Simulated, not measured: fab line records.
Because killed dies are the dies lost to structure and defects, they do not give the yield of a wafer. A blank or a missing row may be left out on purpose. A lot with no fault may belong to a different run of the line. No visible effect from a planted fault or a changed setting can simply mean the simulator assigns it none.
Comparing a struck lot with a sound one | flow berkeley_cmos170 | 14 steps out of a route of 331
Sound: wafers L717.1, L717.3, L717.5. Wafers struck: L721.1, L721.2, L721.5. At the end, the cause is stated.
For every step that has rows: the tool of each side, followed by ch and its chambers, followed by its first start. Under that, the readings that differ: sound wafers | struck wafers | difference of the means | sigmas: that difference in standard deviations of wafers without a fault.
alike: readings whose means differ by less than 2 such deviations, and words and numbers that are the same on both sides. not compared: withheld readings, readings that some wafer has no value for, bounds like >300 that may hide the same value, and numbers for which the record gives no deviation and whose values overlap.
A row with sigmas, a row that says differs or no value, or rows on one side alone: a step with any of these is where the two part. Non-overlapping numbers with no deviation appear without sigmas and do not part them. Lack of a reading on every wafer of one side parts them only where that side has two or more wafers.

first, 2 steps without rows for these wafers: UCB170_GATE_ANNEAL_03 (time 1800 s); UCB170_GATE_CVD_04 (deposits poly-Si from SiH4, time 1440 s, target thk 214 nm).
UCB170_GATE_THK_MEAS_05:
  sound on film_metro-02 at day 7 05:19; struck on film_metro-02 at day 8 10:14
  alike: GATE_POLY_THK
then, 6 steps without rows for these wafers: UCB170_GATE_COAT_06; UCB170_GATE_COAT_07 (resist thk 900 nm); UCB170_GATE_SOFTBAKE_08 (time 60 s); UCB170_GATE_EXPOSE_09 (exposes mask POLY, target cd 350 nm); UCB170_GATE_PEB_10; UCB170_GATE_DEVELOP_11 (develop time 45 s).
UCB170_GATE_CD_MEAS_12: the cd target is 350 nm.
  sound on cd_sem-01 at day 7 06:35; struck on cd_sem-01 at day 8 11:08
  alike: cd_nm
UCB170_GATE_OVL_MEAS_13:
  sound on overlay-01 at day 7 06:42; struck on overlay-01 at day 8 11:15
  alike: GATE_OVL
UCB170_GATE_ETCH_14: etches BARC in N2/H2.
  sound on rie_diel-01 ch 0,1,2, day 7 06:44; struck on rie_diel-03 ch 1,3, day 8 11:17
  reading                     | sound       | struck      | difference | sigmas
  drypump_motor_current_A (A) | 5.1 5.9 5.0 | 6.0 6.7 6.7 | +1.1       | +2
  alike: oes_product_au, throttle_valve_pct
UCB170_GATE_ETCH_15: etches poly-Si in HBr/Cl2, stops on SiO2, time 56.3 s, target depth 278.2 nm.
  sound on rie_si-01 ch 2,3, day 7 06:47; struck on rie_si-02 ch 1,2, day 8 11:20
  reading                               | sound             | struck            | difference | sigmas
  drypump_motor_current_A (A)           | 6.6 6.8 6.6       | 5.0 5.7 5.0       | -1.4       | -2
  oes_product_au (a.u.)                 | 0.870 0.828 0.867 | 0.974 1.037 0.970 | +0.139     | +9
  run_length_s (s)                      | 84.9 84.4 85.3    | 62.8 62.0 61.9    | -22.6      | -55
  model.GATE.feature_depth_nm (nm)      | 215.8 216.4 215.5 | 167.8 170 168.9   | -47.0      |
  model.etch.depth_nm (nm)              | 215.8 216.4 215.5 | 167.8 170 168.9   | -47.0      |
  model.KrF_of_GATE_COAT_07.thk_nm (nm) | 774.7 774.1 775.6 | 820.9 818.2 821.1 | +45.3      |
  alike: HBr_flow_sccm, throttle_valve_pct
  not compared: rf_hours_counter_h
UCB170_GATE_STRIP_16: strips in O2.
  sound on plasma_asher-01 ch 0,1, day 7 06:50; struck on plasma_asher-01 ch 0,1, day 8 11:23
  alike: drypump_motor_current_A, oes_product_au
  not compared: rf_hours_counter_h

## WHERE THEY PART
Last at UCB170_GATE_ETCH_15 as far as this record goes, first at UCB170_GATE_ETCH_14. Later steps at which nothing parts them and some readings are alike: UCB170_GATE_STRIP_16.

WHY: what the simulator had put in
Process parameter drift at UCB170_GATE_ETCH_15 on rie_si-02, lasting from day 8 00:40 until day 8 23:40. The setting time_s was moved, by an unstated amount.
